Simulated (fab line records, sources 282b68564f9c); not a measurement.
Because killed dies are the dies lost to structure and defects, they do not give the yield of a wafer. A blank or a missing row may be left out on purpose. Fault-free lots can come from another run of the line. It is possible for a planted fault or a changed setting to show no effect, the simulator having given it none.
Lot-split experiment / flow rit cmos / route with 202 steps; 5 lots, 23 wafers read

THE SPLIT
At RIT_PLDD_IMPLANT_08, the setting energy kev was moved away from the recipe's 20 on 6 of the 23 wafers read, by +3.1% to +6.0%. All remaining wafers had this setting at the recipe value.

FROM THE SPLIT TO THE READING: what the file shows between them, 12 steps
- RIT_SPACER_CVD_03: deposits Si3N4 from SiH2Cl2/NH3, target thk 250 nm, time 3300 s (also split here: temp c)
- RIT_SPACER_THK_MEAS_04
- RIT_SPACER_ETCHBACK_05: etches Si3N4 in SF6/CHF3, stops on SiO2, target depth 250 nm, time 240 s
- RIT_NSD_IMPLANT_08 (also split here: dose cm2)
- RIT_NSD_STRIP_09: strips in O2, time 180 s
- RIT_NSD_TW_MEAS_10
- RIT_PSD_IMPLANT_08 (also split here: dose cm2)
- RIT_PSD_STRIP_09: strips in O2, time 180 s
- RIT_SDANNEAL_CLEAN_02: cleans in SC2, time 600 s
- RIT_SDANNEAL_RTA_03: time 5 s
- RIT_SDANNEAL_RS_MEAS_04: measures by four-point-probe
- RIT_SDANNEAL_RS_MEAS_05: measures by four-point-probe

THE READING
PLDD_RS in ohm/sq, measured at RIT_SDANNEAL_RS_MEAS_06 by four-point-probe. On this fab line, fault-free wafers typically give 178.7 ohm/sq with a standard deviation of 0.43 ohm/sq.

wafer=L076.1; tool, chamber at the split=implanter-02, 0; energy kev as run=21.2; against the recipe=+6.0%; PLDD_RS, ohm/sq=175.1; against lot-mates on the recipe=-3.8
wafer=L076.2; tool, chamber at the split=implanter-02, 0; energy kev as run=21.2; against the recipe=+6.0%; PLDD_RS, ohm/sq=175.4; against lot-mates on the recipe=-3.5
wafer=L076.3; tool, chamber at the split=implanter-02, 0; energy kev as run=21.2; against the recipe=+6.0%; PLDD_RS, ohm/sq=175.5; against lot-mates on the recipe=-3.4
wafer=L076.4; tool, chamber at the split=implanter-02, 0; energy kev as run=20; against the recipe=recipe; PLDD_RS, ohm/sq=178.8; against lot-mates on the recipe=-
wafer=L076.5; tool, chamber at the split=implanter-02, 0; energy kev as run=20; against the recipe=recipe; PLDD_RS, ohm/sq=179.0; against lot-mates on the recipe=-
wafer=L077.1; tool, chamber at the split=implanter-04, 0; energy kev as run=20; against the recipe=recipe; PLDD_RS, ohm/sq=179.0; against lot-mates on the recipe=-
wafer=L077.3; tool, chamber at the split=implanter-04, 0; energy kev as run=20; against the recipe=recipe; PLDD_RS, ohm/sq=178.8; against lot-mates on the recipe=-
wafer=L077.4; tool, chamber at the split=implanter-04, 0; energy kev as run=20; against the recipe=recipe; PLDD_RS, ohm/sq=179.3; against lot-mates on the recipe=-
wafer=L077.5; tool, chamber at the split=implanter-04, 0; energy kev as run=20; against the recipe=recipe; PLDD_RS, ohm/sq=179.2; against lot-mates on the recipe=-
wafer=L077.6; tool, chamber at the split=implanter-04, 0; energy kev as run=20; against the recipe=recipe; PLDD_RS, ohm/sq=178.9; against lot-mates on the recipe=-
wafer=L080.2; tool, chamber at the split=implanter-04, 0; energy kev as run=20.62; against the recipe=+3.1%; PLDD_RS, ohm/sq=177.0; against lot-mates on the recipe=-2.0
wafer=L080.3; tool, chamber at the split=implanter-04, 0; energy kev as run=20; against the recipe=recipe; PLDD_RS, ohm/sq=179.2; against lot-mates on the recipe=-
wafer=L080.4; tool, chamber at the split=implanter-04, 0; energy kev as run=20.62; against the recipe=+3.1%; PLDD_RS, ohm/sq=177.0; against lot-mates on the recipe=-2.0
wafer=L080.5; tool, chamber at the split=implanter-04, 0; energy kev as run=20.62; against the recipe=+3.1%; PLDD_RS, ohm/sq=177.2; against lot-mates on the recipe=-1.8
wafer=L080.6; tool, chamber at the split=implanter-04, 0; energy kev as run=20; against the recipe=recipe; PLDD_RS, ohm/sq=178.8; against lot-mates on the recipe=-
wafer=L082.1; tool, chamber at the split=implanter-02, 0; energy kev as run=20; against the recipe=recipe; PLDD_RS, ohm/sq=179.5; against lot-mates on the recipe=-
wafer=L082.2; tool, chamber at the split=implanter-02, 0; energy kev as run=20; against the recipe=recipe; PLDD_RS, ohm/sq=179.5; against lot-mates on the recipe=-
wafer=L082.3; tool, chamber at the split=implanter-02, 0; energy kev as run=20; against the recipe=recipe; PLDD_RS, ohm/sq=179.4; against lot-mates on the recipe=-
wafer=L082.5; tool, chamber at the split=implanter-02, 0; energy kev as run=20; against the recipe=recipe; PLDD_RS, ohm/sq=179.4; against lot-mates on the recipe=-
wafer=L082.6; tool, chamber at the split=implanter-02, 0; energy kev as run=20; against the recipe=recipe; PLDD_RS, ohm/sq=178.6; against lot-mates on the recipe=-
wafer=L085.1; tool, chamber at the split=implanter-04, 0; energy kev as run=20; against the recipe=recipe; PLDD_RS, ohm/sq=178.2; against lot-mates on the recipe=-
wafer=L085.3; tool, chamber at the split=implanter-04, 0; energy kev as run=20; against the recipe=recipe; PLDD_RS, ohm/sq=178.3; against lot-mates on the recipe=-
wafer=L085.4; tool, chamber at the split=implanter-04, 0; energy kev as run=20; against the recipe=recipe; PLDD_RS, ohm/sq=178.4; against lot-mates on the recipe=-

THE FIT
A straight line over all 23 wafers: PLDD_RS changes by -0.605 ohm/sq for each +1% of energy kev; r = -0.96; the points scatter about the line by 0.37 ohm/sq.
The same after taking each lot's own level away (the mean of its wafers on the recipe; 23 wafers): -0.599 ohm/sq for each +1%; r = -0.99; scatter 0.22 ohm/sq.
The reading moves by 3.6 ohm/sq for the largest change in energy kev, on that fit.
Measured against the standard deviation above, the lots' own levels, which go from 178.30 to 179.28 ohm/sq, span 2.3 times it.
So the lot-to-lot level changes the slope little: the two slopes agree.
Check: for one of the wafers moved furthest among these (+6.0%), held out of the fit, the line's prediction against its lot-mates is -3.53 ohm/sq. Against them it came out at -3.8 ohm/sq.

OTHER SPLITS ON THESE WAFERS
These wafers also went through other splits before the reading. Each is held against what the fit with the lots' levels taken away leaves over:
other split on the same wafers=RIT_PLDD_COAT_01 spin rpm; wafers away from the commonest value=4; r with PLDD_RS (lot level and that fit taken away)=-0.21
other split on the same wafers=RIT_SPACER_CVD_03 temp c; wafers away from the commonest value=18; r with PLDD_RS (lot level and that fit taken away)=-0.04
other split on the same wafers=RIT_NSD_IMPLANT_08 dose cm2; wafers away from the commonest value=10; r with PLDD_RS (lot level and that fit taken away)=-0.23
other split on the same wafers=RIT_PSD_IMPLANT_08 dose cm2; wafers away from the commonest value=8; r with PLDD_RS (lot level and that fit taken away)=+0.35

THE WHOLE CHAIN: every reading that the file lists as answering this split, in the file's order
step=RIT_PLDD_IMPLANT_08; what it does=; reading=implant.rp nm (the simulator's own value, which no gauge read); change (the file's fit)=+0.137 nm for each +1% of the setting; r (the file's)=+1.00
step=RIT_PLDD_IMPLANT_08; what it does=; reading=implant.drp nm (the simulator's own value, which no gauge read); change (the file's fit)=+0.0679 nm for each +1% of the setting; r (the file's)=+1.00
step=RIT_SDANNEAL_RS_MEAS_06; what it does=measures by four-point-probe; reading=PLDD_RS; change (the file's fit)=-0.599 for each +1% of the setting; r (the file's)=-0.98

THE FILE'S OWN FIT
PLDD_RS changes by -0.599 ohm/sq for each +1% of energy kev, r = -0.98.
